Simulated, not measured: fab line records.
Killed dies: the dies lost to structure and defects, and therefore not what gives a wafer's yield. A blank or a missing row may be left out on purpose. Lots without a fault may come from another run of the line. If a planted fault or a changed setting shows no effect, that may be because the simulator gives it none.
2 desks, one fault    flow rit_cmos    numbers are kept per desk, each desk with only its own; the story behind them comes last

== TOOL OWNER'S DESK, furnace-03 ==
The tool's own readings at RIT_GATE_ANNEAL_06 (time 600 s): means of the sampled wafers that have a number, for each lot that ran on this tool. Any lot whose mean is over 4 standard deviations away from the usual mean is out of limits and marked OUT; that distance is given in the brackets.
Columns: A = spike_tc_source_C at RIT_GATE_ANNEAL_06, usual 922.9 C
lot   first seen here  A
L736  day 3 15:08      920.3
L737  day 3 21:13      921.5
This desk's finding: nothing out of limits on any of the 2 lots.

== THE METROLOGY DESK ==
Means of the sampled wafers that have a number, per lot and without regard to the tool the lot ran on: this is what the gauges read. Any lot whose mean is over 4 standard deviations away from the usual mean is out of limits and marked OUT; that distance is given in the brackets. Only the readings that lie furthest out on some lot appear, 7 of the 10 it has.
Columns: A = FIELD_OXIDE_LEFT_2_THK at RIT_FOX2_THK_MEAS_91, usual 253 nm; B = GATE_OXIDE_THK at RIT_GATE_THK_MEAS_07, usual 3.02 nm; C = cd_nm at RIT_GATE_CD_MEAS_16, usual 149.9 nm; D = GATE_OVL at RIT_GATE_OVL_MEAS_17, usual 0.3 nm; E = cd_nm at RIT_GATE_CD_MEAS_90, usual 150.0 nm; F = REOX_OXIDE_THK at RIT_REOX_THK_MEAS_04, usual 25.1 nm; G = NLDD_OVL at RIT_NLDD_OVL_MEAS_06, usual -0.8 nm
lot   first seen here  A    B     C      D     E      F     G
L732  day 2 18:32      252  3.09  149.6  2.5   149.6  24.6  -1.9
L736  day 3 12:29      244  2.99  145.4  0.3   146.0  25.4  -1.2
L737  day 3 18:33      248  3.00  146.6  0.1   146.7  24.4  -0.0
L743  day 5 02:49      255  2.96  148.2  -0.2  148.4  24.9  3.4
L744  day 5 07:25      256  3.05  152.9  1.4   153.3  25.1  -2.3
L753  day 7 02:50      244  3.02  150.5  -0.9  150.6  25.2  -1.7
This desk's finding: nothing out of limits on any of the 6 lots.

== BROUGHT TOGETHER ==
The tool owner's desk saw nothing out of limits.
From the metrology desk's view, nothing was out of limits.

== WHAT HAD BEEN PUT IN BY THE SIMULATOR ==
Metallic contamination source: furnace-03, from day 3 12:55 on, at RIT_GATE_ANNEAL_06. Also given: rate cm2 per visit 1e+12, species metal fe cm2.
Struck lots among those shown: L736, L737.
